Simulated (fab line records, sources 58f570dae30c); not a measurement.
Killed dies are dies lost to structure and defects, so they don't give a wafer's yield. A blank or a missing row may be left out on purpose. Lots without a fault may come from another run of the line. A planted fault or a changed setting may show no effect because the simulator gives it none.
Which tool did it? | flow berkeley_cmos170 | 14 lots, 41 wafers sampled, at 6 steps of a route of 331

WHAT THE GAUGES READ, wafer by wafer
UCB170_PWELL_THK_MEAS_03. Usual: PWELL_OXIDE_THK 26.3 nm, standard deviation 0.44.
lot  | measured    | on            | PWELL_OXIDE_THK (nm) | flag
L624 | day 3 06:10 | film_metro-01 | 25.8 25.7 25.9       |
L626 | day 3 12:31 | film_metro-02 | 26.2 25.4 26.2       |
L627 | day 3 23:19 | film_metro-01 | 26.1 26.4 26.8       |
L628 | day 4 04:59 | film_metro-03 | 26.7 26.2 26.1       |
L629 | day 4 04:59 | film_metro-01 | 26.5 26.8 26.7       |
L631 | day 4 14:01 | film_metro-01 | 26.3 26.2 26.1       |
L630 | day 4 14:02 | film_metro-03 | 26.1 26.1 25.8       |
L632 | day 5 02:46 | film_metro-02 | 26.5 26.6 26.8       |
L634 | day 5 13:16 | film_metro-02 | 26.2 26.0 26.2       |
L638 | day 6 05:50 | film_metro-03 | 25.5 25.9 25.8       |
L642 | day 6 16:53 | film_metro-01 | 26.8 27.1 26.7       |
L640 | day 6 16:54 | film_metro-03 | 25.9 26.1            |
L645 | day 7 14:44 | film_metro-02 | 26.9 26.7 27.1       |
L646 | day 7 21:35 | film_metro-01 | 27.0 26.8 27.1       |

UCB170_PWELL_THK_MEAS_06. Usual: PWELL_NITRIDE_THK 221.3 nm, standard deviation 2.3.
lot  | measured    | on            | PWELL_NITRIDE_THK (nm) | flag
L624 | day 3 15:40 | film_metro-02 | 221.6 219.8 221.3      |
L626 | day 3 22:31 | film_metro-02 | 222.0 222.2 217.5      |
L627 | day 4 08:43 | film_metro-02 | 220.2 220.9 221.2      |
L628 | day 4 11:59 | film_metro-02 | 218.5 219.0 218.8      |
L629 | day 4 11:59 | film_metro-01 | 224.0 223.4 222.5      |
L631 | day 4 22:28 | film_metro-02 | 223.2 222.4 220.8      |
L630 | day 4 22:28 | film_metro-03 | 222.5 220.6 219.0      |
L632 | day 5 13:49 | film_metro-02 | 221.9 221.9 221.8      |
L634 | day 5 23:37 | film_metro-02 | 223.6 223.6 223.6      |
L638 | day 6 12:12 | film_metro-02 | 223.9 226.2 224.5      |
L642 | day 7 01:50 | film_metro-02 | 219.3 221.4 218.9      |
L640 | day 7 01:55 | film_metro-01 | 224.9 223.5            |
L645 | day 7 22:31 | film_metro-03 | 216.6 218.8 217.8      |
L646 | day 8 04:59 | film_metro-03 | 221.4 221.2 219.1      |

UCB170_ACTIVE_OVL_MEAS_14. Usual: ACTIVE_OVL -1 nm, standard deviation 5.8.
lot  | measured    | on         | ACTIVE_OVL (nm) | flag
L624 | day 5 04:52 | overlay-02 | -9 5 -3         |
L626 | day 5 19:20 | overlay-01 | -1 1 2          |
L627 | day 6 03:28 | overlay-01 | -3 3 2          |
L628 | day 6 03:39 | overlay-01 | 3 12 9          |
L629 | day 6 03:53 | overlay-02 | 5 11 4          |
L631 | day 6 10:55 | overlay-01 | -5 -3 -3        |
L630 | day 6 11:10 | overlay-02 | -7 -8 -5        |
L632 | day 6 23:01 | overlay-02 | -9 -3 2         |
L634 | day 7 12:20 | overlay-01 | 7 -8 10         |
L638 | day 8 05:47 | overlay-01 | 19 2 4          |
L642 | day 8 19:39 | overlay-02 | -7 -4 -6        |
L640 | day 8 19:56 | overlay-01 | 0 4             |
L645 | day 9 20:56 | overlay-02 | -6 6 -2         |
L646 | day 9 21:02 | overlay-02 | 3 -5 -3         |

UCB170_M3_RS_MEAS_02: measures by four-point-probe. Usual: M3_AL_RS 0.0322 ohm/sq, standard deviation 0.00035.
lot  | measured     | on            | M3_AL_RS (ohm/sq)    | flag
L624 | day 9 04:11  | film_metro-03 | 0.0324 0.0318 0.0321 |
L626 | day 9 16:28  | film_metro-02 | 0.0321 0.0327 0.0323 |
L627 | day 10 06:49 | film_metro-04 | 0.0326 0.0326 0.0327 |
L628 | day 10 05:14 | film_metro-04 | 0.0318 0.0319 0.0318 |
L629 | day 10 09:40 | film_metro-04 | 0.0322 0.0322 0.0325 |
L631 | day 10 09:18 | film_metro-03 | 0.0321 0.0321 0.0320 |
L630 | day 10 13:52 | film_metro-04 | 0.0321 0.0328 0.0319 |
L632 | day 10 16:58 | film_metro-03 | 0.0327 0.0326 0.0329 |
L634 | day 11 17:22 | film_metro-03 | 0.0328 0.0326 0.0324 |
L638 | day 12 10:06 | film_metro-03 | 0.0328 0.0319 0.0328 |
L642 | day 12 15:35 | film_metro-03 | 0.0728 0.0724 0.0716 | OFF
L640 | day 12 19:51 | film_metro-03 | 0.0726 0.0735        | OFF
L645 | day 14 06:37 | film_metro-03 | 0.0325 0.0324 0.0325 |
L646 | day 14 07:41 | film_metro-02 | 0.0319 0.0318 0.0320 |

UCB170_M3_THK_MEAS_03: measures by xrf. Usual: M3_AL_THK 904 nm, standard deviation 11.
lot  | measured     | on            | M3_AL_THK (nm) | flag
L624 | day 9 04:19  | film_metro-03 | 897 913 903    |
L626 | day 9 16:35  | film_metro-02 | 912 892 902    |
L627 | day 10 06:55 | film_metro-04 | 896 893 895    |
L628 | day 10 05:22 | film_metro-04 | 912 911 920    |
L629 | day 10 09:47 | film_metro-04 | 907 908 898    |
L631 | day 10 09:25 | film_metro-03 | 907 906 916    |
L630 | day 10 13:59 | film_metro-04 | 912 888 919    |
L632 | day 10 17:04 | film_metro-03 | 892 894 886    |
L634 | day 11 17:28 | film_metro-03 | 889 898 896    |
L638 | day 12 10:12 | film_metro-03 | 889 906 886    |
L642 | day 12 15:43 | film_metro-03 | 405 408 410    | OFF
L640 | day 12 19:58 | film_metro-03 | 407 400        | OFF
L645 | day 14 06:43 | film_metro-03 | 894 896 898    |
L646 | day 14 07:49 | film_metro-02 | 914 920 907    |

WHICH TOOL RAN EACH LOT (tool, then ch and the chambers of the sampled wafers, then the start)
lot  | UCB170_M3_SPUTTER_01
L624 | pvd_sputter-02, day 9 04:06
L626 | pvd_sputter-04, day 9 16:22
L627 | pvd_sputter-04, day 10 06:41
L628 | pvd_sputter-02, day 10 05:09
L629 | pvd_sputter-04, day 10 09:33
L631 | pvd_sputter-02, day 10 09:13
L630 | pvd_sputter-01, day 10 13:46
L632 | pvd_sputter-04, day 10 16:51
L634 | pvd_sputter-04, day 11 17:15
L638 | pvd_sputter-01, day 12 09:59
L642 | pvd_sputter-04, day 12 15:31
L640 | pvd_sputter-04, day 12 19:44
L645 | pvd_sputter-01, day 14 06:29
L646 | pvd_sputter-02, day 14 07:37
- UCB170_M3_SPUTTER_01: material Al, target thk 900 nm, time 120 s.

WHAT THE TOOLS THEMSELVES READ (means of the sampled wafers that have a number; where no wafer has one, the mark that the record gives instead)
UCB170_M3_SPUTTER_01. Usual: cathode_dc_power_W 5999.9 W, standard deviation 1.1; throttle_valve_pct 30.5 %, standard deviation 1.1.
lot  | tool           | cathode_dc_power_W (W) | throttle_valve_pct (%) | flag
L624 | pvd_sputter-02 | 5999.7                 | 29.3                   |
L626 | pvd_sputter-04 | 6000.8                 | 30.4                   |
L627 | pvd_sputter-04 | 5999.5                 | 30.9                   |
L628 | pvd_sputter-02 | 5999.5                 | 28.9                   |
L629 | pvd_sputter-04 | 6000.6                 | 30.5                   |
L631 | pvd_sputter-02 | 6000.3                 | 30.2                   |
L630 | pvd_sputter-01 | 5999.4                 | 30.6                   |
L632 | pvd_sputter-04 | 5999.8                 | 30.0                   |
L634 | pvd_sputter-04 | 5999.9                 | 30.4                   |
L638 | pvd_sputter-01 | 6000.6                 | 31.5                   |
L642 | pvd_sputter-04 | 2773.0                 | 30.9                   | OFF
L640 | pvd_sputter-04 | 2774.1                 | 30.3                   | OFF
L645 | pvd_sputter-01 | 6000.4                 | 32.0                   |
L646 | pvd_sputter-02 | 6000.1                 | 29.7                   |

THE ANSWER, worked out from the rows above alone
Rule: a lot is off if the mean of its wafers that have a number lies more than 3 standard deviations from the usual mean. A lot without any number at a reading at which 4 lots or more have one is off too. The other lots that the step has rows for count as sound. The gauges are gone through in route order, then the tools' own readings, and for those a lot's mean is taken as printed above. The first step at which some lot is off is used, and at that step the reading that is off furthest; a lot without a number counts as furthest.
Off: L642, L640, at UCB170_M3_RS_MEAS_02 (M3_AL_RS).
A tool fits if, at a process step before that reading, it ran every lot that is off, and no sound lot after the first of them. The gauges at UCB170_M3_RS_MEAS_02 aren't tried: what is off there is off at UCB170_M3_SPUTTER_01 too, on other tools, and a gauge's error can't cause that. One fits: pvd_sputter-04 at UCB170_M3_SPUTTER_01. Its last sound lot is L634 (day 11 17:15), its first lot that is off L642 (day 12 15:31): a fault that began between those two fits.
The tool's own readings at UCB170_M3_SPUTTER_01 bear it out: on the lots that are off they differ by more than 5 times the standard deviation of the sound lots' means. cathode_dc_power_W reads 2773.6 W there against 6000.1 W on the sound lots.

WHAT THE SIMULATOR HAD PUT IN
Process parameter drift: pvd_sputter-04, from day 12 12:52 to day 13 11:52, at UCB170_M3_SPUTTER_01. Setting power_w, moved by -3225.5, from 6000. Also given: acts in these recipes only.
Lots struck among those shown: L642, L640. The rule above found the same.
